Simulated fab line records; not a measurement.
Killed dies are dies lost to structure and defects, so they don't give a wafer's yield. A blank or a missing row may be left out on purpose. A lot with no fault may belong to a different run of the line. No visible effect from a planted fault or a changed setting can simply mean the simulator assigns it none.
2 desks looking at one fault + flow berkeley-cmos170 + numbers are kept per desk, each desk with only its own; the story behind them comes last

== THE TOOL OWNER'S DESK: krf-scanner-01 ==
The tool's own readings at UCB170_NSD_EXPOSE_03 (exposes mask NSELECT MOD, target cd 1200 nm): means of the sampled wafers that have a number, for each lot that ran on this tool. Marked OUT: a lot whose mean sits more than 4 standard deviations from the usual mean, which makes it out of limits; the brackets give that distance.
Columns: A = exposure-dose-mJ-cm2 at UCB170_NSD_EXPOSE_03, usual 30.00
| lot  | first seen here | A                |
|------|-----------------|------------------|
| L555 | day 8 04:11     | 29.98            |
| L568 | day 10 17:14    | 29.75 (-8.4) OUT |
This desk's finding: out of limits on L568; first on L568, day 10 17:14 (exposure-dose-mJ-cm2 at UCB170_NSD_EXPOSE_03). L555: within limits.

== THE METROLOGY DESK ==
What the gauges read for every lot (on any tool): the sampled wafers with a number, averaged. Marked OUT: a lot whose mean sits more than 4 standard deviations from the usual mean, which makes it out of limits; the brackets give that distance.
Columns: A = cd-nm at UCB170_PSD_CD_MEAS_06, usual 1200.1 nm; B = PSD_OVL at UCB170_PSD_OVL_MEAS_07, usual 1 nm; C = PSD_TW at UCB170_PSD_TW_MEAS_10, usual 2320
| lot  | first seen here | A      | B  | C    |
|------|-----------------|--------|----|------|
| L551 | day 7 13:07     | 1201.3 | 3  | 2325 |
| L555 | day 8 01:21     | 1198.7 | -9 | 2322 |
| L568 | day 10 15:47    | 1200.1 | 5  | 2308 |
| L569 | day 10 19:34    | 1198.5 | -6 | 2340 |
| L571 | day 11 15:59    | 1202.3 | 2  | 2328 |
This desk's verdict: no lot among the 5 shows anything out of limits.

== PUT TOGETHER ==
The tool owner's desk could have raised an alarm at day 10 17:14, on L568.
Metrology desk: nothing out of limits seen.
The metrology desk has L568 on record, within its limits.
Every lot named ran UCB170_NSD_EXPOSE_03 on krf-scanner-01.

== WHAT THE SIMULATOR HAD INSERTED ==
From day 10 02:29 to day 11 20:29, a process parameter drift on krf-scanner-01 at UCB170_NSD_EXPOSE_03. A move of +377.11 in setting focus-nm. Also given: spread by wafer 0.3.
Struck lots among those shown: L568.
How many hours passed from the start of the fault until each desk's first out-of-limits reading: the tool owner's desk, 15.
